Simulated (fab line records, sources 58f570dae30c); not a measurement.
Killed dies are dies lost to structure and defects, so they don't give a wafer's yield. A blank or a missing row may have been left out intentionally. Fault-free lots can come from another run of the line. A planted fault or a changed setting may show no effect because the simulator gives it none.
What tool caused it? + flow berkeley-cmos170 + 7 lots, 21 wafers sampled, at 2 steps of a route of 331

== WHAT EACH GAUGE READ, for each wafer ==
UCB170_PLDD_OVL_MEAS_07.
| lot  | measured     | on         | PLDD_OVL (nm) |
|------|--------------|------------|---------------|
| L205 | day 6 17:26  | overlay-02 | 7 9 11        |
| L206 | day 7 08:46  | overlay-01 | 1 5 7         |
| L211 | day 8 08:07  | overlay-01 | 211 209 204   |
| L220 | day 9 13:00  | overlay-02 | 1 0 2         |
| L221 | day 10 01:56 | overlay-02 | -3 -9 1       |
| L222 | day 10 15:46 | overlay-02 | 1 -3 0        |
| L226 | day 10 23:02 | overlay-01 | 3 0 8         |

== WHICH TOOL RAN EACH LOT (tool, then ch and the chambers of the sampled wafers, then the start) ==
| lot  | UCB170_PLDD_EXPOSE_03             |
|------|-----------------------------------|
| L205 | krf-scanner-02 ch 0, day 6 16:44  |
| L206 | krf-scanner-02 ch 0, day 7 07:34  |
| L211 | krf-scanner-02 ch 0, day 8 07:38  |
| L220 | krf-scanner-01 ch 0, day 9 12:29  |
| L221 | krf-scanner-01 ch 0, day 10 00:51 |
| L222 | krf-scanner-01 ch 0, day 10 15:08 |
| L226 | krf-scanner-01 ch 0, day 10 21:56 |
- UCB170_PLDD_EXPOSE_03: exposes mask PSELECT, target cd 1200 nm.

== THE ANSWER, worked out from the rows above alone ==
Rule: the usual values come from the lots themselves. Put in order of their means at a reading, lots are off if they are a third of the lots or fewer, leave a main group of 4 or more, and stand apart from it by a gap of 3 or more times the standard deviation of the main group's means; of several such gaps the widest counts. The tables above print the reading to a certain number of digits; a main group whose means all agree to those digits is not used. A lot without any number at a reading at which 4 lots or more have one is off too. Any other lot the step has rows for is counted as sound.
Off: L211, at UCB170_PLDD_OVL_MEAS_07 (PLDD_OVL). For the main group the mean is 2 nm and the standard deviation 4.
A tool fits if, at a process step before that reading, it ran every lot that is off, and no sound lot after the first of them. Gauges at UCB170_PLDD_OVL_MEAS_07: tried the same way as those tools. One fits: krf-scanner-02 at UCB170_PLDD_EXPOSE_03. Its last sound lot is L206 (day 7 07:34), its first lot that is off L211 (day 8 07:38): a fault that began between those two fits.

== WHAT THE SIMULATOR PUT IN ==
Scanner matching overlay: krf-scanner-02, from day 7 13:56 on, at UCB170_PLDD_EXPOSE_03. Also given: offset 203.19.
Shown lots that were struck: L211. This agrees with what the rule above found.
